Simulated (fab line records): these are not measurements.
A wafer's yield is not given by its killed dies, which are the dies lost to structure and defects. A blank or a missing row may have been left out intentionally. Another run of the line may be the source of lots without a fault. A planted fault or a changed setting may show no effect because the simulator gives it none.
Matching of chambers | flow berkeley-cmos170 | 4 sister chambers for UCB170_CONTACT_ETCH_18 on rie-diel-02
The step etches PSG in CHF3/CF4/Ar, stops on TiSi2, target depth 840 nm, time 195 s. 8 wafers are shown with their chamber, then 7 later ones without.

== WAFERS PAIRED WITH THEIR CHAMBERS ==
wafer  | chamber | drypump-motor-current-A (A) | throttle-valve-pct (%)
L870.3 | 0       | 5.61                        | 6.90
L874.3 | 0       | 5.63                        | 6.91
L883.5 | 2       | 5.61                        | 6.83
L883.6 | 3       | 5.88                        | 6.90
L881.1 | 3       | 5.90                        | 6.90
L881.3 | 2       | 5.63                        | 6.84
L884.1 | 1       | 5.87                        | 6.86
L884.4 | 1       | 5.88                        | 6.88

== WAFERS MISSING THEIR CHAMBER ==
wafer  | drypump-motor-current-A (A) | throttle-valve-pct (%)
L884.5 | 5.61                        | 6.84
L888.3 | 5.65                        | 6.85
L888.4 | 5.87                        | 6.86
L888.6 | 5.92                        | 6.90
L890.3 | 5.63                        | 6.90
L890.4 | 5.63                        | 6.84
L890.6 | 5.89                        | 6.88

== CHAMBER TAKEN BY EACH ==
wafer  | from the rows above     | in truth
L884.5 | 2                       | 2
L888.3 | 2                       | 2
L888.4 | 1                       | 1
L888.6 | 3                       | 3
L890.3 | 0                       | 0
L890.4 | 2                       | 2
L890.6 | can't be placed: 1 or 3 | 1
6 of 7 placed correctly. From these rows, 1 cannot be placed; in 1 the true chamber is one of the candidates. Wrongly placed: 0.
How it was worked out, from the rows above alone: a wafer's distance from a chamber is the root of the sum, over the readings, of the square of ((its reading less the chamber's mean) divided by the reading's scatter). If the next closest chamber is less than 2 further off than the closest, the wafer can't be placed; otherwise it belongs to the closest. For every chamber, the mean is computed from those of its wafers that are shown. The scatter: take each reading less its chamber's mean, square it, sum over the shown wafers, divide by the number of wafers less the number of chambers, and take the root.
